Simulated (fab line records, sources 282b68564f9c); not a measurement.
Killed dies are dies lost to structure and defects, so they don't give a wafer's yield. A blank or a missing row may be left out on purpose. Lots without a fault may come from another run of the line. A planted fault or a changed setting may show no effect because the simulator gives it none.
Which tool did it? | flow rit_cmos | 15 lots, 45 wafers sampled, at 6 steps of a route of 202

WHAT THE GAUGES READ, wafer by wafer
RIT_ACTIVE_THK_MEAS_04.
lot  | measured    | on            | ACTIVE_NITRIDE_THK (nm)
L289 | day 1 13:33 | film_metro-02 | 148.0 147.0 148.6
L290 | day 1 20:28 | film_metro-02 | 148.4 150.3 150.0
L291 | day 1 23:33 | film_metro-04 | 151.5 149.4 151.5
L292 | day 2 05:16 | film_metro-03 | 147.2 146.4 147.3
L293 | day 2 09:35 | film_metro-03 | 151.2 151.3 150.2
L294 | day 2 17:58 | film_metro-02 | 148.8 149.0 148.5
L295 | day 2 21:23 | film_metro-04 | 149.0 148.8 147.9
L296 | day 3 00:32 | film_metro-02 | 149.6 150.4 148.9
L297 | day 3 07:33 | film_metro-03 | 149.7 150.2 150.0
L298 | day 3 11:25 | film_metro-03 | 145.5 145.0 146.7
L300 | day 3 21:25 | film_metro-03 | 146.3 146.3 145.2
L301 | day 4 01:33 | film_metro-03 | 148.1 147.0 148.4
L302 | day 4 08:02 | film_metro-02 | 148.4 148.4 148.2
L303 | day 4 11:43 | film_metro-04 | 147.7 146.6 147.8
L305 | day 4 21:32 | film_metro-04 | 150.0 149.2 149.1

RIT_NWELL_OVL_MEAS_06.
lot  | measured    | on         | NWELL_OVL (nm)
L289 | day 1 23:08 | overlay-02 | -2.8 -1.2 -2.0
L290 | day 2 04:36 | overlay-01 | 0.4 1.3 0.7
L291 | day 2 07:25 | overlay-02 | -2.9 -0.9 -1.7
L292 | day 2 12:58 | overlay-02 | -0.2 -0.2 0.0
L293 | day 2 19:41 | overlay-02 | -1.5 -1.3 1.0
L294 | day 3 01:05 | overlay-01 | 0.9 1.7 -0.5
L295 | day 3 07:07 | overlay-02 | -0.1 0.0 -1.2
L296 | day 3 09:53 | overlay-02 | -1.0 -0.8 -1.6
L297 | day 3 21:18 | overlay-02 | 1.6 1.1 0.6
L298 | day 4 00:04 | overlay-02 | 0.3 1.4 3.0
L300 | day 4 06:14 | overlay-01 | 0.5 0.9 2.0
L301 | day 4 09:29 | overlay-01 | 0.5 -1.2 -1.9
L302 | day 4 18:11 | overlay-01 | 1.9 1.5 -0.6
L303 | day 4 19:42 | overlay-02 | 1.1 -0.4 0.6
L305 | day 5 07:27 | overlay-02 | 2.3 0.8 0.5

RIT_GATE_THK_MEAS_09.
lot  | measured    | on            | GATE_POLY_THK (nm)
L289 | day 2 16:40 | film_metro-01 | 252.0 252.9 252.9
L290 | day 2 20:32 | film_metro-04 | 249.2 249.3 248.3
L291 | day 2 22:10 | film_metro-04 | 249.6 250.6 249.2
L292 | day 3 09:11 | film_metro-03 | 252.9 251.7 252.5
L293 | day 3 10:47 | film_metro-01 | 248.5 248.1 248.6
L294 | day 3 23:09 | film_metro-03 | 249.1 248.2 247.4
L295 | day 3 23:07 | film_metro-04 | 249.1 253.7 251.2
L296 | day 4 05:56 | film_metro-01 | 252.9 251.2 254.7
L297 | day 4 14:32 | film_metro-01 | 248.0 250.9 250.4
L298 | day 4 18:10 | film_metro-01 | 248.1 246.0 248.5
L300 | day 5 05:39 | film_metro-04 | 249.4 250.9 248.5
L301 | day 5 05:39 | film_metro-01 | 249.3 248.2 248.5
L302 | day 5 09:20 | film_metro-04 | 176.3 176.2 176.2 176.3 176.0 176.1
L303 | day 5 14:56 | film_metro-01 | 179.7 179.3 180.5 179.8 179.3 180.4
L305 | day 6 00:43 | film_metro-01 | 175.4 174.1 173.5 175.3 174.2 173.6

RIT_CONTACT_OVL_MEAS_09.
lot  | measured    | on         | CONTACT_OVL (nm)
L289 | day 3 08:34 | overlay-01 | -1.3 -3.5 -0.4
L290 | day 3 13:28 | overlay-01 | 0.0 -1.9 -0.3
L291 | day 3 15:32 | overlay-01 | -3.9 -4.1 -2.1
L292 | day 4 03:01 | overlay-02 | 0.6 0.4 -0.8
L293 | day 4 09:08 | overlay-02 | -2.0 -1.2 -1.2
L294 | day 4 16:38 | overlay-02 | 0.3 -1.7 0.7
L295 | day 4 16:24 | overlay-01 | -2.6 -1.4 -1.9
L296 | day 5 00:08 | overlay-01 | -1.1 -1.4 -1.8
L297 | day 5 07:36 | overlay-01 | -0.4 1.2 -1.1
L298 | day 5 10:10 | overlay-01 | 1.7 -0.3 1.0
L300 | day 5 21:31 | overlay-02 | 2.0 2.1 2.2
L301 | day 5 23:47 | overlay-02 | -1.2 -2.4 -2.0
L302 | day 6 15:59 | overlay-01 | 1.3 0.4 -0.3
L303 | day 6 14:53 | overlay-01 | 1.7 2.1 0.6
L305 | day 6 21:06 | overlay-01 | 1.4 -0.5 0.5

WHICH TOOL RAN EACH LOT (tool, then ch and the chambers of the sampled wafers, then the start)
lot  | RIT_GATE_CVD_08            | RIT_GATE_ETCH_19
L289 | lpcvd-01 ch 0, day 2 15:02 | rie_si-01 ch 1,2,3, day 2 17:52
L290 | lpcvd-01 ch 0, day 2 18:55 | rie_si-02 ch 0,3, day 2 23:05
L291 | lpcvd-01 ch 0, day 2 20:32 | rie_si-01 ch 0,1, day 2 23:28
L292 | lpcvd-01 ch 1, day 3 07:33 | rie_si-02 ch 0,2, day 3 10:23
L293 | lpcvd-01 ch 1, day 3 09:10 | rie_si-01 ch 0,1,3, day 3 12:18
L294 | lpcvd-02 ch 0, day 3 21:31 | rie_si-01 ch 2,3, day 4 00:46
L295 | lpcvd-01 ch 0, day 3 21:29 | rie_si-02 ch 1,2,3, day 4 00:32
L296 | lpcvd-01 ch 1, day 4 04:19 | rie_si-02 ch 0,2, day 4 07:23
L297 | lpcvd-02 ch 1, day 4 12:55 | rie_si-01 ch 2,3, day 4 15:52
L298 | lpcvd-01 ch 0, day 4 16:32 | rie_si-02 ch 1,2, day 4 19:40
L300 | lpcvd-02 ch 0, day 5 04:01 | rie_si-02 ch 0,2, day 5 07:04
L301 | lpcvd-02 ch 0, day 5 04:01 | rie_si-01 ch 0,1,2, day 5 07:29
L302 | lpcvd-02 ch 1, day 5 07:44 | rie_si-02 ch 0,1,2, day 5 14:54
L303 | lpcvd-02 ch 1, day 5 13:19 | rie_si-01 ch 0,1,2, day 5 20:27
L305 | lpcvd-02 ch 1, day 5 23:05 | rie_si-01 ch 0,1,2, day 6 04:44
- RIT_GATE_CVD_08: deposits poly-Si from SiH4, target thk 250 nm, time 2220 s.
- RIT_GATE_ETCH_19: etches poly-Si in SF6/CHF3/O2, stops on SiO2, time 165 s, target depth 312.5 nm.

WHAT THE TOOLS THEMSELVES READ (means of the sampled wafers that have a number; where no wafer has one, the mark that the record gives instead)
RIT_GATE_CVD_08.
lot  | tool     | zone_power_load_pct (%)
L289 | lpcvd-01 | 13.7
L290 | lpcvd-01 | 13.5
L291 | lpcvd-01 | 13.5
L292 | lpcvd-01 | 10.9
L293 | lpcvd-01 | 10.9
L294 | lpcvd-02 | 10.6
L295 | lpcvd-01 | 13.6
L296 | lpcvd-01 | 10.9
L297 | lpcvd-02 | 14.2
L298 | lpcvd-01 | 13.4
L300 | lpcvd-02 | 10.5
L301 | lpcvd-02 | 10.5
L302 | lpcvd-02 | 14.1
L303 | lpcvd-02 | 14.2
L305 | lpcvd-02 | 14.2

RIT_GATE_ETCH_19.
lot  | tool      | drypump_motor_current_A (A) | oes_product_au (a.u.) | rf_fwd_power_W (W) | throttle_valve_pct (%)
L289 | rie_si-01 | 5.7                         | 0.851                 | 159.2              | 10.25
L290 | rie_si-02 | 5.9                         | 0.844                 | 159.8              | 10.19
L291 | rie_si-01 | 5.6                         | 0.846                 | 159.1              | 10.28
L292 | rie_si-02 | 6.0                         | 0.850                 | 159.4              | 10.19
L293 | rie_si-01 | 5.5                         | 0.841                 | 158.9              | 10.37
L294 | rie_si-01 | 6.1                         | 0.837                 | 159.6              | 10.26
L295 | rie_si-02 | 6.0                         | 0.835                 | 159.5              | 10.27
L296 | rie_si-02 | 6.0                         | 0.852                 | 159.1              | 10.19
L297 | rie_si-01 | 5.6                         | 0.843                 | 159.4              | 10.34
L298 | rie_si-02 | 6.2                         | 0.825                 | 159.1              | 10.28
L300 | rie_si-02 | 6.0                         | 0.845                 | 159.6              | 10.19
L301 | rie_si-01 | 5.9                         | 0.839                 | 159.4              | 10.29
L302 | rie_si-02 | 6.0                         | 0.670                 | 159.4              | 10.26
L303 | rie_si-01 | 6.0                         | 0.678                 | 159.1              | 10.29
L305 | rie_si-01 | 5.9                         | 0.664                 | 159.5              | 10.29

THE ANSWER, worked out from the rows above alone
Rule: what is usual is taken from the lots themselves. Put in order of their means at a reading, lots are off if they are a third of the lots or fewer, leave a main group of 4 or more, and stand apart from it by a gap of 3 or more times the standard deviation of the main group's means; of several such gaps the widest counts. A main group whose means are all the same, to the digits that the tables above print for the reading, isn't used. A lot without any number at a reading at which 4 lots or more have one is off too. The other lots that the step has rows for count as sound. The gauges are gone through in route order, then the tools' own readings, and for those a lot's mean is taken as printed above. The first step at which some lot is off is used, and at that step the reading that is off furthest; a lot without a number counts as furthest.
Off: L302, L303, L305, at RIT_GATE_THK_MEAS_09 (GATE_POLY_THK). The main group: mean 250.0 nm, standard deviation 1.8.
A tool fits if, at a process step before that reading, it ran every lot that is off, and no sound lot after the first of them. The gauges at RIT_GATE_THK_MEAS_09 aren't tried: what is off there is off at RIT_GATE_ETCH_19 too, on other tools, and a gauge's error can't cause that. One fits: lpcvd-02 at RIT_GATE_CVD_08. Its last sound lot is L300 (day 5 04:01), its first lot that is off L302 (day 5 07:44): a fault that began between those two fits.

WHAT THE SIMULATOR HAD PUT IN
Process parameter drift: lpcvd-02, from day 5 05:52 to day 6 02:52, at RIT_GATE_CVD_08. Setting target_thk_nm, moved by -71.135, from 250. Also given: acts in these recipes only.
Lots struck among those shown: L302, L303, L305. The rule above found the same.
